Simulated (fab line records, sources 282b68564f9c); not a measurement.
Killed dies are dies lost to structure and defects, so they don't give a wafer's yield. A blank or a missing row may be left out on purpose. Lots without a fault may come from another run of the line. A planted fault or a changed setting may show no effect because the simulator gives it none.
fab line records | flow rit_cmos
record lots=5 wafers=15 last_day=7
route steps=202 shown SILICIDE@162 CONTACT@168 M1@184
lots that met no fault: from a run of the same line without faults
start_h: hours from the record's first day to the start of the lot's first wafer shown | wait_h: hours since the lot's step before | " the same as in the row above | L1.1+2: a row that stands for several wafers | - no value, or no start given | * or withheld: withheld | < > ~ a bound
route shown NAME@n: a module of which the file shows steps, and the number in the route of the first | usual: mean/standard deviation of fault-free wafers | same: alike in all rows | chamber/n: place in a boat | sites: the reading at each site | _std_site: their standard deviation | _edge_site: outer sites' mean less inner sites' | radius_mm: how far each site lies from the wafer's centre | mask NAME#n: copy n | behind: the tool/chamber that last shaped the wafer | hold: why the lot was held/for how many hours/how that ended | device: the transistor (n, p or np) that didn't switch | end of line: the same wafers' tests at the end of the route | a step without rows: its recipe alone | killed: dies lost to structure and defects at the first sort, not the wafer's yield | map: a wafer's dies, x killed, . not, _ none there
set.NAME: the setting as run; set.NAME@STEP: as run at that earlier step | model.NAME: the simulator's own value behind a step, which no gauge read
lots at some steps of the route; a table a step, a row a wafer
services: from which hour (start_h, from the record's first day; less than 0 if before it) a tool's chamber was out of use, for how many hours, and why
## steps
# step RIT_SILICIDE_SPUTTER_01
# recipe material=Ti target_thk_nm=30 power_w=350 chamber_pressure_pa=0.667 gas=Ar time_s=240 substrate_temp_c=25
# usual throttle_valve_pct=30.1/0.92
# columns lot.wafer tool chamber start_h wait_h throttle_valve_pct
L075.2 pvd_sputter-03 - 57.32 0.0 29.0
L075.3 " - " " 30.6
L075.4 " - " " 29.2
L077.2 pvd_sputter-01 - 72.30 0.0 30.6
L077.4 " - " " 29.5
L077.5 " - " " 31.2
L091.1 pvd_sputter-04 - 133.98 0.0 31.7
L091.5 " - " " 31.8
L091.6 " - " " 30.6
L092.2 pvd_sputter-03 - 140.80 0.0 31.0
L092.3 " - " " 29.1
L092.6 " - " " 30.6
L096.2 pvd_sputter-03 - 161.81 0.0 29.5
L096.3 " - " " 28.9
L096.5 " - " " 29.2
# step RIT_SILICIDE_RS_MEAS_02
# recipe thk_meas_gauge=four-point-probe reads=Ti_of_SILICIDE_SPUTTER_01
# usual SILICIDE_TI_RS=47.7/0.83
# columns lot.wafer tool chamber start_h wait_h SILICIDE_TI_RS[ohm/sq]
L075.2 film_metro-02 - 57.49 0.1 47.5
L075.3 " - " " 47.9
L075.4 " - " " 47.9
L077.2 film_metro-03 - 72.47 0.1 48.0
L077.4 " - " " 48.0
L077.5 " - " " 47.2
L091.1 film_metro-03 - 134.13 0.1 47.6
L091.5 " - " " 47.8
L091.6 " - " " 48.0
L092.2 film_metro-02 - 140.97 0.1 47.6
L092.3 " - " " 47.9
L092.6 " - " " 48.0
L096.2 film_metro-02 - 161.98 0.1 48.7
L096.3 " - " " 48.2
L096.5 " - " " 49.0
# step RIT_SILICIDE_THK_MEAS_03
# recipe thk_meas_gauge=xrf reads=Ti_of_SILICIDE_SPUTTER_01
# usual SILICIDE_TI_THK=29.9/0.41
# columns lot.wafer tool chamber start_h wait_h SILICIDE_TI_THK[nm]
L075.2 film_metro-02 - 57.60 0.1 30.1
L075.3 " - " " 29.8
L075.4 " - " " 29.9
L077.2 film_metro-03 - 72.58 0.1 29.7
L077.4 " - " " 29.6
L077.5 " - " " 30.2
L091.1 film_metro-03 - 134.25 0.1 30.0
L091.5 " - " " 29.9
L091.6 " - " " 29.8
L092.2 film_metro-02 - 141.08 0.1 30.2
L092.3 " - " " 30.1
L092.6 " - " " 30.0
L096.2 film_metro-02 - 162.09 0.1 29.6
L096.3 " - " " 29.8
L096.5 " - " " 29.4
# step RIT_SILICIDE_RTA_04
# recipe temp_c=650 time_s=10 idle_temp_c=25 ramp_up_s=5 ramp_down_s=5 cool_to_c=25 ambient=N2
# usual wafer_temp_C_max=652.7/0.61
# columns lot.wafer tool chamber start_h wait_h wafer_temp_C_max
L075.2 rtp_anneal-01 0 57.66 0.1 653.1
L075.3 " 0 " " 652.6
L075.4 " 0 " " 652.5
L077.2 rtp_anneal-01 0 72.64 0.1 653.0
L077.4 " 0 " " 652.1
L077.5 " 0 " " 652.2
L091.1 rtp_anneal-01 0 134.31 0.1 652.4
L091.5 " 0 " " 652.0
L091.6 " 0 " " 653.1
L092.2 rtp_anneal-02 0 141.15 0.1 651.7
L092.3 " 0 " " 651.3
L092.6 " 0 " " 651.5
L096.2 rtp_anneal-02 0 162.15 0.1 652.6
L096.3 " 0 " " 652.6
L096.5 " 0 " " 652.6
# step RIT_SILICIDE_WET_ETCH_05
# recipe chemistry=SPM target=Ti temp_c=90 time_s=120 dry=n2_spin
# usual bath_guard_temp_C=90.3/0.42
# columns lot.wafer tool chamber start_h wait_h bath_guard_temp_C
L075.2 wet_bench-02 1 57.72 0.0 89.9
L075.3 " 1 " " 89.9
L075.4 " 1 " " 90.3
L077.2 wet_bench-04 2 72.70 0.0 90.8
L077.4 " 2 " " 91.3
L077.5 " 2 " " 91.0
L091.1 wet_bench-02 1 134.38 0.1 89.9
L091.5 " 1 " " 89.8
L091.6 " 1 " " 90.3
L092.2 wet_bench-04 2 141.20 0.0 90.9
L092.3 " 2 " " 90.9
L092.6 " 2 " " 90.9
L096.2 wet_bench-04 1 162.21 0.0 90.6
L096.3 " 1 " " 90.7
L096.5 " 1 " " 90.4
# step RIT_SILICIDE_RTA_06
# recipe temp_c=750 time_s=10 idle_temp_c=25 ramp_up_s=5 ramp_down_s=10 cool_to_c=25 ambient=N2
# usual wafer_temp_C_max=753.2/0.71
# columns lot.wafer tool chamber start_h wait_h wafer_temp_C_max
L075.2 rtp_anneal-02 0 57.77 0.0 752.8
L075.3 " 0 " " 752.4
L075.4 " 0 " " 752.0
L077.2 rtp_anneal-02 0 72.75 0.0 752.5
L077.4 " 0 " " 752.6
L077.5 " 0 " " 752.6
L091.1 rtp_anneal-02 0 134.42 0.0 752.3
L091.5 " 0 " " 752.2
L091.6 " 0 " " 753.0
L092.2 rtp_anneal-01 0 141.25 0.0 752.9
L092.3 " 0 " " 754.6
L092.6 " 0 " " 753.6
L096.2 rtp_anneal-01 0 162.27 0.0 754.1
L096.3 " 0 " " 752.8
L096.5 " 0 " " 753.4
# step RIT_CONTACT_CVD_00
# recipe material=SiO2 target_thk_nm=400 precursor=TEOS temp_c=390 time_s=61 rf_w=390.2
# usual heater_power_w=310/53 susceptor_temp_C=389.99/0.24
# columns lot.wafer tool chamber start_h wait_h heater_power_w susceptor_temp_C
L075.2 pecvd-01 2 57.83 0.0 338 389.76
L075.3 " 0 " " 333 390.19
L075.4 " 1 " " 284 389.98
L077.2 pecvd-02 2 72.80 0.0 310 389.88
L077.4 " 1 " " 334 390.11
L077.5 " 0 " " 194 389.83
L091.1 pecvd-03 2 134.49 0.1 409 390.45
L091.5 " 2 " " 417 390.26
L091.6 " 0 " " 399 390.16
L092.2 pecvd-02 2 141.31 0.0 288 390.20
L092.3 " 1 " " 378 390.14
L092.6 " 1 " " 279 390.17
L096.2 pecvd-01 2 162.32 0.0 344 389.68
L096.3 " 0 " " 315 389.84
L096.5 " 0 " " 331 389.72
# step RIT_CONTACT_THK_MEAS_01
# recipe reads=SiO2_of_CONTACT_CVD_00
# usual CONTACT_TEOS_THK=396/5.7
# columns lot.wafer tool chamber start_h wait_h CONTACT_TEOS_THK[nm]
L075.2 film_metro-04 - 57.89 0.0 392
L075.3 " - " " 397
L075.4 " - " " 394
L077.2 film_metro-01 - 72.87 0.0 395
L077.4 " - " " 410
L077.5 " - " " 395
L091.1 film_metro-01 - 134.54 0.0 405
L091.5 " - " " 409
L091.6 " - " " 402
L092.2 film_metro-04 - 141.37 0.0 398
L092.3 " - " " 409
L092.6 " - " " 410
L096.2 film_metro-01 - 162.38 0.0 386
L096.3 " - " " 389
L096.5 " - " " 400
# step RIT_CONTACT_HMDS_02
# recipe prime_time_s=60 prime_temp_c=140
# columns lot.wafer tool chamber start_h wait_h
L075.2+3+4 litho_track-02 0 58.12 0.2
L077.2+4+5 litho_track-03 0 72.94 0.1
L091.1+5+6 litho_track-02 0 134.60 0.1
L092.2+3+6 litho_track-02 0 141.45 0.1
L096.2+3+5 litho_track-01 0 162.46 0.1
# step RIT_CONTACT_COAT_03
# recipe resist=NOVOLAK spin_rpm=3250 resist_thk_nm=1000
# columns lot.wafer tool chamber start_h wait_h
L075.2+3+4 litho_track-02 0 58.27 0.1
L077.2+4+5 litho_track-03 0 73.09 0.1
L091.1+5+6 litho_track-02 0 134.75 0.1
L092.2+3+6 litho_track-02 0 141.60 0.1
L096.2+3+5 litho_track-01 0 162.61 0.1
# step RIT_CONTACT_SOFTBAKE_04
# recipe resist=NOVOLAK temp_c=90 time_s=60
# columns lot.wafer tool chamber start_h wait_h
L075.2+3+4 litho_track-02 0 58.42 0.1
L077.2+4+5 litho_track-03 0 73.24 0.1
L091.1+5+6 litho_track-02 0 134.90 0.1
L092.2+3+6 litho_track-02 0 141.75 0.1
L096.2+3+5 litho_track-01 0 162.76 0.1
# step RIT_CONTACT_EXPOSE_05
# recipe mask_id=M11 na=0.6 source_shape=conventional sigma_outer=0.5 target_cd_nm=1000 dose_mj=250
# columns lot.wafer tool chamber start_h wait_h mask
L075.2+3+4 iline_stepper-01 0 58.57 0.1 M11#0
L077.2+4+5 iline_stepper-01 0 73.51 0.2 M11#0
L091.1+5+6 iline_stepper-01 0 135.05 0.1 M11#0
L092.2+3+6 iline_stepper-01 0 141.89 0.1 M11#0
L096.2+3+5 iline_stepper-01 0 162.90 0.1 M11#0
# step RIT_CONTACT_PEB_06
# recipe resist=NOVOLAK temp_c=withheld time_s=withheld
# columns lot.wafer tool chamber start_h wait_h
L075.2+3+4 litho_track-02 0 58.69 0.1
L077.2+4+5 litho_track-01 0 73.63 0.1
L091.1+5+6 litho_track-02 0 135.16 0.1
L092.2+3+6 litho_track-03 0 142.01 0.1
L096.2+3+5 litho_track-01 0 163.03 0.1
# step RIT_CONTACT_DEVELOP_07
# recipe resist=NOVOLAK develop_time_s=120 dev_temp_c=23
# columns lot.wafer tool chamber start_h wait_h
L075.2+3+4 litho_track-02 0 - -
L077.2+4+5 litho_track-01 0 - -
L091.1+5+6 litho_track-02 0 - -
L092.2+3+6 litho_track-03 0 - -
L096.2+3+5 litho_track-01 0 - -
# step RIT_CONTACT_CD_MEAS_08
# recipe target_cd_nm=1000
# usual cd_nm=1000.0/2.6
# columns lot.wafer tool chamber start_h wait_h cd_nm
L075.2 cd_sem-02 - 59.08 - 1004.6
L075.3 " - " " 1004.6
L075.4 " - " " 1004.0
L077.2 cd_sem-01 - 74.03 - 997.8
L077.4 " - " " 997.0
L077.5 " - " " 998.5
L091.1 cd_sem-02 - 135.56 - 999.9
L091.5 " - " " 998.9
L091.6 " - " " 1000.5
L092.2 cd_sem-02 - 142.41 - 998.6
L092.3 " - " " 998.5
L092.6 " - " " 998.1
L096.2 cd_sem-02 - 163.42 - 997.5
L096.3 " - " " 997.2
L096.5 " - " " 996.6
# step RIT_CONTACT_OVL_MEAS_09
# usual CONTACT_OVL=-0.3/1.4
# columns lot.wafer tool chamber start_h wait_h CONTACT_OVL[nm]
L075.2 overlay-02 - 59.19 0.1 -0.2
L075.3 " - " " -1.2
L075.4 " - " " 1.3
L077.2 overlay-02 - 74.13 0.1 1.1
L077.4 " - " " -0.1
L077.5 " - " " -1.1
L091.1 overlay-01 - 135.68 0.1 2.2
L091.5 " - " " 1.9
L091.6 " - " " -0.9
L092.2 overlay-02 - 142.51 0.1 0.0
L092.3 " - " " 0.5
L092.6 " - " " 0.9
L096.2 overlay-01 - 163.53 0.1 0.1
L096.3 " - " " 0.7
L096.5 " - " " 0.9
# step RIT_CONTACT_HARDBAKE_10
# recipe resist=NOVOLAK temp_c=140 time_s=60
# columns lot.wafer tool chamber start_h wait_h
L075.2+3+4 litho_track-03 0 59.24 0.0
L077.2+4+5 litho_track-02 0 74.19 0.0
L091.1+5+6 litho_track-01 0 135.72 0.0
L092.2+3+6 litho_track-02 0 142.57 0.0
L096.2+3+5 litho_track-03 0 163.58 0.0
# step RIT_CONTACT_ETCH_11
# recipe target_depth_a=4800 over_etch_frac=0.2 stop_on=TiSi2 chemistry=CHF3/CF4/Ar target=SiO2 CHF3_flow_sccm=50 cf4_flow_sccm=10 Ar_flow_sccm=100 O2_flow_sccm=5 pressure_mtorr=100 rf_w=200 time_s=320
# usual drypump_motor_current_A=5.7/0.44 oes_product_au=0.993/0.015 throttle_valve_pct=8.85/0.13
# columns lot.wafer tool chamber start_h wait_h drypump_motor_current_A oes_product_au rf_hours_counter_h throttle_valve_pct
L075.2 rie_diel-02 2 59.37 0.1 6.3 0.995 1 9.03
L075.3 " 3 " " 6.3 0.988 88 8.74
L075.4 " 1 " " 5.8 1.007 93 8.85
L077.2 rie_diel-02 3 74.31 0.1 6.3 0.984 88 8.73
L077.4 " 0 " " 5.4 0.994 90 8.85
L077.5 " 3 " " 6.3 0.993 - 8.73
L091.1 rie_diel-02 1 135.87 0.1 5.8 1.012 95 8.83
L091.5 " 0 " " 5.4 0.999 - 8.85
L091.6 " 3 " " 6.4 0.986 - 8.74
L092.2 rie_diel-02 2 142.69 0.1 6.4 0.997 3 9.02
L092.3 " 0 " " 5.4 1.007 91 8.85
L092.6 " 1 " " 5.8 1.011 - 8.85
L096.2 rie_diel-01 2 163.71 0.1 5.6 0.996 15 8.97
L096.3 " 1 " " 4.8 1.009 34 8.54
L096.5 " 2 " " 5.6 1.005 - 8.98
# step RIT_CONTACT_STRIP_12
# recipe chemistry=O2 time_s=180 resist=NOVOLAK platen_temp_c=withheld power_w=500 pressure_mtorr=4000 o2_flow_sccm=4000
# usual drypump_motor_current_A=5.8/0.6
# columns lot.wafer tool chamber start_h wait_h drypump_motor_current_A rf_hours_counter_h
L075.2 plasma_asher-04 1 59.56 0.1 5.3 27
L075.3 " 1 " " 5.3 -
L075.4 " 0 " " 5.7 -
L077.2 plasma_asher-03 0 74.51 0.1 4.9 40
L077.4 " 1 " " 6.3 -
L077.5 " 1 " " 6.3 -
L091.1 plasma_asher-03 0 136.06 0.1 4.9 47
L091.5 " 1 " " 6.2 -
L091.6 " 0 " " 4.9 -
L092.2 plasma_asher-02 1 142.89 0.1 5.9 52
L092.3 " 1 " " 5.9 -
L092.6 " 1 " " 5.9 -
L096.2 plasma_asher-04 1 163.90 0.1 5.3 38
L096.3 " 0 " " 5.7 -
L096.5 " 0 " " 5.7 -
# step RIT_CONTACT_CD_MEAS_90
# recipe target_cd_nm=1000
# usual cd_nm=1000.0/2.5
# columns lot.wafer tool chamber start_h wait_h cd_nm
L075.2 cd_sem-02 - 59.76 0.1 1004.1
L075.3 " - " " 1004.7
L075.4 " - " " 1004.3
L077.2 cd_sem-01 - 74.70 0.1 998.5
L077.4 " - " " 997.8
L077.5 " - " " 998.8
L091.1 cd_sem-02 - 136.24 0.1 999.3
L091.5 " - " " 999.0
L091.6 " - " " 999.8
L092.2 cd_sem-02 - 143.08 0.1 998.5
L092.3 " - " " 999.2
L092.6 " - " " 998.1
L096.2 cd_sem-01 - 164.10 0.1 997.4
L096.3 " - " " 996.9
L096.5 " - " " 996.5
# step RIT_CONTACT_CLEAN_13
# recipe chemistry=SC1 mix=3:3:50 time_s=600 temp_c=75
# usual bath_guard_temp_C=75.0/0.42
# columns lot.wafer tool chamber start_h wait_h bath_guard_temp_C
L075.2 wet_bench-04 2 59.86 0.1 75.9
L075.3 " 2 " " 75.8
L075.4 " 2 " " 76.0
L077.2 wet_bench-04 2 74.80 0.1 75.8
L077.4 " 2 " " 76.0
L077.5 " 2 " " 75.7
L091.1 wet_bench-02 3 136.36 0.1 75.6
L091.5 " 3 " " 75.7
L091.6 " 3 " " 75.7
L092.2 wet_bench-01 0 143.18 0.1 74.7
L092.3 " 0 " " 74.6
L092.6 " 0 " " 75.0
L096.2 wet_bench-04 0 164.20 0.1 74.8
L096.3 " 0 " " 74.9
L096.5 " 0 " " 74.7
# step RIT_CONTACT_CLEAN_14
# recipe chemistry=SC2 mix=3:3:50 time_s=600 temp_c=75 dry=n2_spin
# usual bath_guard_temp_C=75.0/0.43
# columns lot.wafer tool chamber start_h wait_h bath_guard_temp_C
L075.2 wet_bench-02 1 60.05 0.0 75.2
L075.3 " 1 " " 74.9
L075.4 " 1 " " 75.2
L077.2 wet_bench-02 0 74.98 0.0 75.3
L077.4 " 0 " " 75.3
L077.5 " 0 " " 75.5
L091.1 wet_bench-04 2 136.53 0.0 75.9
L091.5 " 2 " " 75.9
L091.6 " 2 " " 75.8
L092.2 wet_bench-04 0 143.53 0.0 74.7
L092.3 " 0 " " 74.7
L092.6 " 0 " " 74.9
L096.2 wet_bench-04 0 164.41 0.0 74.5
L096.3 " 0 " " 75.2
L096.5 " 0 " " 74.6
# step RIT_M1_SPUTTER_00
# recipe material=Al target_thk_nm=400 power_w=2000 chamber_pressure_pa=0.4 gas=Ar time_s=500 substrate_temp_c=25
# usual throttle_valve_pct=30.1/0.71
# columns lot.wafer tool chamber start_h wait_h throttle_valve_pct
L075.2 pvd_sputter-02 - 60.23 0.0 29.0
L075.3 " - " " 30.7
L075.4 " - " " 29.8
L077.2 pvd_sputter-02 - 75.17 0.0 30.7
L077.4 " - " " 28.8
L077.5 " - " " 29.6
L091.1 pvd_sputter-01 - 136.71 0.0 31.2
L091.5 " - " " 30.7
L091.6 " - " " 31.1
L092.2 pvd_sputter-02 - 143.71 0.0 28.9
L092.3 " - " " 29.9
L092.6 " - " " 30.8
L096.2 pvd_sputter-02 - 164.61 0.0 29.7
L096.3 " - " " 29.6
L096.5 " - " " 29.9
# step RIT_M1_RS_MEAS_01
# recipe thk_meas_gauge=four-point-probe reads=Al_of_M1_SPUTTER_00
# usual M1_AL_RS=0.0731/0.00069
# columns lot.wafer tool chamber start_h wait_h M1_AL_RS[ohm/sq]
L075.2 film_metro-01 - 60.54 0.2 0.0718
L075.3 " - " " 0.0728
L075.4 " - " " 0.0729
L077.2 film_metro-04 - 75.48 0.2 0.0727
L077.4 " - " " 0.0721
L077.5 " - " " 0.0725
L091.1 film_metro-01 - 137.00 0.1 0.0734
L091.5 " - " " 0.0738
L091.6 " - " " 0.0734
L092.2 film_metro-02 - 144.02 0.2 0.0721
L092.3 " - " " 0.0730
L092.6 " - " " 0.0731
L096.2 film_metro-01 - 164.93 0.2 0.0727
L096.3 " - " " 0.0735
L096.5 " - " " 0.0735
# step RIT_M1_THK_MEAS_02
# recipe thk_meas_gauge=xrf reads=Al_of_M1_SPUTTER_00
# usual M1_AL_THK=399/4.4
# columns lot.wafer tool chamber start_h wait_h M1_AL_THK[nm]
L075.2 film_metro-01 - 60.65 0.1 400
L075.3 " - " " 399
L075.4 " - " " 398
L077.2 film_metro-04 - 75.59 0.1 405
L077.4 " - " " 404
L077.5 " - " " 402
L091.1 film_metro-01 - 137.12 0.1 395
L091.5 " - " " 392
L091.6 " - " " 395
L092.2 film_metro-02 - 144.13 0.1 406
L092.3 " - " " 400
L092.6 " - " " 399
L096.2 film_metro-01 - 165.04 0.1 396
L096.3 " - " " 396
L096.5 " - " " 393
# step RIT_M1_HMDS_03
# recipe prime_time_s=60 prime_temp_c=140
# columns lot.wafer tool chamber start_h wait_h
L075.2+3+4 litho_track-01 0 60.72 0.1
L077.2+4+5 litho_track-01 0 75.67 0.1
L091.1+5+6 litho_track-04 0 137.18 0.1
L092.2+3+6 litho_track-01 0 144.21 0.1
L096.2+3+5 litho_track-04 0 165.11 0.1
# step RIT_M1_COAT_04
# recipe resist=NOVOLAK spin_rpm=2000 resist_thk_nm=1300
# columns lot.wafer tool chamber start_h wait_h
L075.2+3+4 litho_track-01 0 60.87 0.1
L077.2+4+5 litho_track-01 0 75.82 0.1
L091.1+5+6 litho_track-04 0 137.33 0.1
L092.2+3+6 litho_track-01 0 144.36 0.1
L096.2+3+5 litho_track-04 0 165.26 0.1
# step RIT_M1_SOFTBAKE_05
# recipe resist=NOVOLAK temp_c=90 time_s=60
# columns lot.wafer tool chamber start_h wait_h
L075.2+3+4 litho_track-01 0 61.02 0.1
L077.2+4+5 litho_track-01 0 75.97 0.1
L091.1+5+6 litho_track-04 0 137.48 0.1
L092.2+3+6 litho_track-01 0 144.51 0.1
L096.2+3+5 litho_track-04 0 165.41 0.1
# step RIT_M1_EXPOSE_06
# recipe mask_id=M12 na=0.6 source_shape=conventional sigma_outer=0.5 target_cd_nm=2600 dose_mj=253.7
# columns lot.wafer tool chamber start_h wait_h mask
L075.2+3+4 iline_stepper-02 0 61.17 0.1 M12#0
L077.2+4+5 iline_stepper-01 0 76.11 0.1 M12#0
L091.1+5+6 iline_stepper-01 0 137.76 0.2 M12#0
L092.2+3+6 iline_stepper-02 0 144.78 0.2 M12#0
L096.2+3+5 iline_stepper-02 0 165.68 0.2 M12#0
# step RIT_M1_PEB_07
# recipe resist=NOVOLAK temp_c=withheld time_s=withheld
# columns lot.wafer tool chamber start_h wait_h
L075.2+3+4 litho_track-04 0 61.29 0.1
L077.2+4+5 litho_track-04 0 76.38 0.2
L091.1+5+6 litho_track-04 0 137.88 0.1
L092.2+3+6 litho_track-02 0 144.90 0.1
L096.2+3+5 litho_track-04 0 165.80 0.1
# step RIT_M1_DEVELOP_08
# recipe resist=NOVOLAK develop_time_s=69.67 dev_temp_c=23
# columns lot.wafer tool chamber start_h wait_h
L075.2+3+4 litho_track-04 0 - -
L077.2+4+5 litho_track-04 0 - -
L091.1+5+6 litho_track-04 0 - -
L092.2+3+6 litho_track-02 0 - -
L096.2+3+5 litho_track-04 0 - -
# step RIT_M1_CD_MEAS_09
# recipe target_cd_nm=2600
# usual cd_nm=2600.8/2.3
# columns lot.wafer tool chamber start_h wait_h cd_nm
L075.2 cd_sem-01 - 61.60 - 2600.1
L075.3 " - " " 2598.3
L075.4 " - " " 2598.2
L077.2 cd_sem-01 - 76.69 - 2602.8
L077.4 " - " " 2603.7
L077.5 " - " " 2600.4
L091.1 cd_sem-02 - 138.19 - 2601.6
L091.5 " - " " 2602.6
L091.6 " - " " 2603.3
L092.2 cd_sem-02 - 145.21 - 2600.2
L092.3 " - " " 2601.0
L092.6 " - " " 2601.6
L096.2 cd_sem-02 - 166.11 - 2602.9
L096.3 " - " " 2600.4
L096.5 " - " " 2601.7
# step RIT_M1_OVL_MEAS_10
# usual M1_OVL=-0.4/1.4
# columns lot.wafer tool chamber start_h wait_h M1_OVL[nm]
L075.2 overlay-02 - 61.71 0.1 -1.4
L075.3 " - " " -2.2
L075.4 " - " " -0.4
L077.2 overlay-01 - 76.79 0.1 -0.6
L077.4 " - " " 0.5
L077.5 " - " " 0.4
L091.1 overlay-01 - 138.31 0.1 -0.4
L091.5 " - " " 1.2
L091.6 " - " " -2.0
L092.2 overlay-01 - 145.31 0.1 1.5
L092.3 " - " " 0.9
L092.6 " - " " 1.2
L096.2 overlay-01 - 166.22 0.1 0.5
L096.3 " - " " -0.9
L096.5 " - " " 1.2
# step RIT_M1_HARDBAKE_11
# recipe resist=NOVOLAK temp_c=140 time_s=120
# columns lot.wafer tool chamber start_h wait_h
L075.2+3+4 litho_track-04 0 61.78 0.1
L077.2+4+5 litho_track-02 0 76.87 0.1
L091.1+5+6 litho_track-04 0 138.35 0.0
L092.2+3+6 litho_track-01 0 145.38 0.1
L096.2+3+5 litho_track-04 0 166.29 0.1
# step RIT_M1_METAL_ETCH_12
# recipe stop_on=SiO2 chemistry=Cl2/BCl3 target=Al time_s=165 over_etch_frac=0.5 pressure_mtorr=100 target_depth_a=6000 rf_w=250 Cl2_flow_sccm=60 bcl3_flow_sccm=50
# usual drypump_motor_current_A=5.6/0.38 oes_product_au=0.772/0.0096 throttle_valve_pct=8.30/0.14
# columns lot.wafer tool chamber start_h wait_h drypump_motor_current_A oes_product_au rf_hours_counter_h throttle_valve_pct
L075.2 rie_metal-03 1 61.99 0.2 5.2 0.782 4 8.34
L075.3 " 1 " " 5.2 0.776 - 8.36
L075.4 " 0 " " 6.0 0.778 - 8.12
L077.2 rie_metal-04 0 77.07 0.2 5.4 0.763 3 8.43
L077.4 " 1 " " 5.6 0.780 - 8.11
L077.5 " 0 " " 5.3 0.758 - 8.42
L091.1 rie_metal-03 0 138.60 0.2 5.9 0.772 5 8.12
L091.5 " 1 " " 5.2 0.779 - 8.36
L091.6 " 0 " " 5.9 0.769 - 8.10
L092.2 rie_metal-04 0 145.65 0.2 5.3 0.764 - 8.44
L092.3 " 0 " " 5.3 0.765 - 8.41
L092.6 " 0 " " 5.3 0.754 - 8.42
L096.2 rie_metal-03 0 166.50 0.2 5.9 0.778 6 8.11
L096.3 " 0 " " 5.9 0.770 - 8.10
L096.5 " 1 " " 5.2 0.779 - 8.36
# step RIT_M1_STRIP_13
# recipe chemistry=nmp resist=NOVOLAK temp_c=80 time_s=600 dry=n2_spin
# usual bath_guard_temp_C=80.1/0.43
# columns lot.wafer tool chamber start_h wait_h bath_guard_temp_C
L075.2 wet_bench-04 2 62.15 0.1 80.8
L075.3 " 2 " " 80.7
L075.4 " 2 " " 80.8
L077.2 wet_bench-03 0 77.24 0.1 79.6
L077.4 " 0 " " 80.1
L077.5 " 0 " " 80.0
L091.1 wet_bench-01 0 138.76 0.1 79.8
L091.5 " 0 " " 80.2
L091.6 " 0 " " 80.1
L092.2 wet_bench-01 2 145.92 0.2 79.9
L092.3 " 2 " " 79.9
L092.6 " 2 " " 80.1
L096.2 wet_bench-01 3 166.66 0.1 79.8
L096.3 " 3 " " 79.8
L096.5 " 3 " " 79.6
# step RIT_M1_STRIP_14
# recipe chemistry=O2 time_s=180 platen_temp_c=withheld power_w=500 pressure_mtorr=4000 o2_flow_sccm=4000
# usual drypump_motor_current_A=5.9/0.5
# columns lot.wafer tool chamber start_h wait_h drypump_motor_current_A rf_hours_counter_h
L075.2 plasma_asher-01 1 62.34 0.0 5.9 43
L075.3 " 0 " " 6.6 -
L075.4 " 1 " " 5.9 -
L077.2 plasma_asher-02 0 77.41 0.0 6.7 44
L077.4 " 0 " " 6.6 -
L077.5 " 0 " " 6.6 -
L091.1 plasma_asher-04 1 139.11 0.0 5.3 36
L091.5 " 1 " " 5.3 -
L091.6 " 0 " " 5.7 -
L092.2 plasma_asher-02 1 146.27 0.0 5.9 52
L092.3 " 1 " " 5.9 -
L092.6 " 0 " " 6.6 -
L096.2 plasma_asher-04 1 166.84 0.0 5.3 38
L096.3 " 0 " " 5.7 -
L096.5 " 0 " " 5.7 -
# step RIT_M1_CD_MEAS_90
# recipe target_cd_nm=2600
# usual cd_nm=2603.0/2.7
# columns lot.wafer tool chamber start_h wait_h cd_nm
L075.2 cd_sem-02 - 62.53 0.1 2601.0
L075.3 " - " " 2598.4
L075.4 " - " " 2599.0
L077.2 cd_sem-01 - 77.61 0.1 2605.2
L077.4 " - " " 2606.2
L077.5 " - " " 2602.4
L091.1 cd_sem-02 - 139.28 0.1 2604.1
L091.5 " - " " 2605.3
L091.6 " - " " 2604.4
L092.2 cd_sem-02 - 146.54 0.2 2606.1
L092.3 " - " " 2605.3
L092.6 " - " " 2605.5
L096.2 cd_sem-01 - 167.03 0.1 2603.6
L096.3 " - " " 2602.3
L096.5 " - " " 2602.1
# step RIT_M1_ANNEAL_15
# recipe temp_c=450 time_s=1800 ambient=forming_gas_H2N2
# usual spike_tc_source_C=465.2/1.6 zone_power_centre_pct=19.8/1.8
# columns lot.wafer tool chamber start_h wait_h spike_tc_source_C zone_power_centre_pct
L075.2 - - 63.79 1.2 469.5 16.5
L075.3 " - " " 467.9 16.0
L075.4 " - " " 466.3 16.4
L077.2 - - 77.71 0.1 463.8 21.6
L077.4 " - " " 465.6 21.6
L077.5 " - " " 464.3 21.5
L091.1 - - 139.63 0.3 466.0 21.4
L091.5 " - " " 465.5 21.6
L091.6 " - " " 465.2 21.9
L092.2 - - 147.78 1.2 463.8 20.1
L092.3 " - " " 463.4 20.1
L092.6 " - " " 464.5 20.1
L096.2 - - 167.13 0.1 464.7 19.8
L096.3 " - " " 464.9 20.1
L096.5 " - " " 466.6 20.5
# step RIT_M1_BOW_MEAS_16
# recipe mode=bow
# usual M1_BOW=18/7.1
# columns lot.wafer tool chamber start_h wait_h M1_BOW[um]
L075.2 film_metro-04 - 65.31 0.0 13
L075.3 " - " " -2
L075.4 " - " " 6
L077.2 film_metro-04 - 79.23 0.0 23
L077.4 " - " " 16
L077.5 " - " " 15
L091.1 film_metro-04 - 141.13 0.0 27
L091.5 " - " " 9
L091.6 " - " " 3
L092.2 film_metro-01 - 149.30 0.0 21
L092.3 " - " " 24
L092.6 " - " " 18
L096.2 film_metro-02 - 168.65 0.0 15
L096.3 " - " " 21
L096.5 " - " " 29
## services
# columns tool chamber start_h hours kind
pvd_sputter-03 - 35.44 8.2 repair
pecvd-03 - 44.92 5.5 pm
wet_bench-03 - 46.26 23.1 pm
iline_stepper-02 - 47.82 4.0 repair
plasma_asher-04 - 56.96 2.5 repair
furnace-01 - 60.62 2.9 pm
pvd_sputter-04 - 72.78 7.1 repair
furnace-02 - 79.21 3.8 pm
rie_diel-01 2 79.53 13.4 repair
pecvd-02 2 93.08 4.9 repair
rie_diel-01 - 97.25 0.4 repair
rie_metal-03 0 99.06 5.6 repair
rie_metal-03 - 101.51 2.8 pm
rie_metal-03 0 114.67 4.4 repair
pvd_sputter-02 - 116.01 2.8 repair
rie_diel-02 3 116.75 3.3 repair
rie_diel-02 0 121.16 4.7 repair
rie_metal-04 1 130.14 17.1 repair
pvd_sputter-02 - 138.33 1.5 repair
furnace-04 - 141.36 3.7 pm
rie_diel-02 2 143.40 11.7 repair
rie_diel-02 0 145.44 6.7 repair
iline_stepper-01 - 150.46 0.9 repair
wet_bench-01 - 163.66 2.5 repair
## key
fault none
